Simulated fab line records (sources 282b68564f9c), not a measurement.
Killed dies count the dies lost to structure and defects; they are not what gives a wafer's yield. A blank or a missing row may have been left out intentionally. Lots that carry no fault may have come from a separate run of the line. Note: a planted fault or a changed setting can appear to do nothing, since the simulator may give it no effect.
2 desks looking at one fault / flow rit-cmos / each desk holds nothing but its own numbers, with what lay behind them at the end

== TOOL OWNER'S DESK, pecvd-04 ==
The tool's own readings at RIT_CONTACT_CVD_00 (deposits SiO2 from TEOS, target thk 400 nm, time 61 s): means of the sampled wafers that have a number, for each lot that ran on this tool. If a lot's mean is further than 4 standard deviations from the usual mean, the lot is out of limits and carries the mark OUT (the distance appears in the brackets).
Columns: A = heater-power-w at RIT_CONTACT_CVD_00, usual 300 W; B = rf-fwd-power-W at RIT_CONTACT_CVD_00, usual 397.2 W
lot=L938; first seen here=day 3 18:25; A=297; B=397.8
lot=L941; first seen here=day 4 04:44; A=263; B=397.5
lot=L944; first seen here=day 4 19:08; A=268; B=396.1
lot=L947; first seen here=day 5 09:11; A=280; B=396.8
lot=L955; first seen here=day 7 02:06; A=247; B=451.3 (+36) OUT
lot=L958; first seen here=day 7 17:23; A=236; B=450.3 (+35) OUT
This desk's finding: out of limits on L955, L958; first on L955, day 7 02:06 (rf-fwd-power-W at RIT_CONTACT_CVD_00). L938, L941, L944, L947 stayed within limits.

== AT THE METROLOGY DESK ==
What the gauges read, lot by lot, whatever tool the lot ran on: means of the sampled wafers that have a number. If a lot's mean is further than 4 standard deviations from the usual mean, the lot is out of limits and carries the mark OUT (the distance appears in the brackets).
Columns: A = CONTACT_TEOS_THK at RIT_CONTACT_THK_MEAS_01, usual 400 nm
lot=L936; first seen here=day 3 08:17; A=406
lot=L937; first seen here=day 3 10:10; A=404
lot=L938; first seen here=day 3 18:28; A=396
lot=L939; first seen here=day 3 20:07; A=405
lot=L940; first seen here=day 4 02:45; A=395
lot=L941; first seen here=day 4 04:47; A=400
lot=L942; first seen here=day 4 09:20; A=402
lot=L943; first seen here=day 4 12:52; A=401
lot=L944; first seen here=day 4 19:11; A=397
lot=L945; first seen here=day 4 23:44; A=402
lot=L946; first seen here=day 5 04:53; A=402
lot=L947; first seen here=day 5 09:14; A=399
lot=L955; first seen here=day 7 02:10; A=415
lot=L958; first seen here=day 7 17:27; A=416
This desk's verdict: no lot among the 14 shows anything out of limits.

== ALL TOGETHER ==
The tool owner's desk could have raised an alarm at day 7 02:06, on L955, L958.
From the metrology desk's view, nothing was out of limits.
The metrology desk holds a record of L955, L958, inside its limits.
All the named lots went through RIT_CONTACT_CVD_00 on pecvd-04.

== WHAT WAS PUT IN BY THE SIMULATOR ==
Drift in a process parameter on pecvd-04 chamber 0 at RIT_CONTACT_CVD_00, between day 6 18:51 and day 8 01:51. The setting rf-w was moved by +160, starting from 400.
Lots struck among those shown: L955, L958.
How many hours passed from the start of the fault until each desk's first out-of-limits reading: the tool owner's desk, 7.
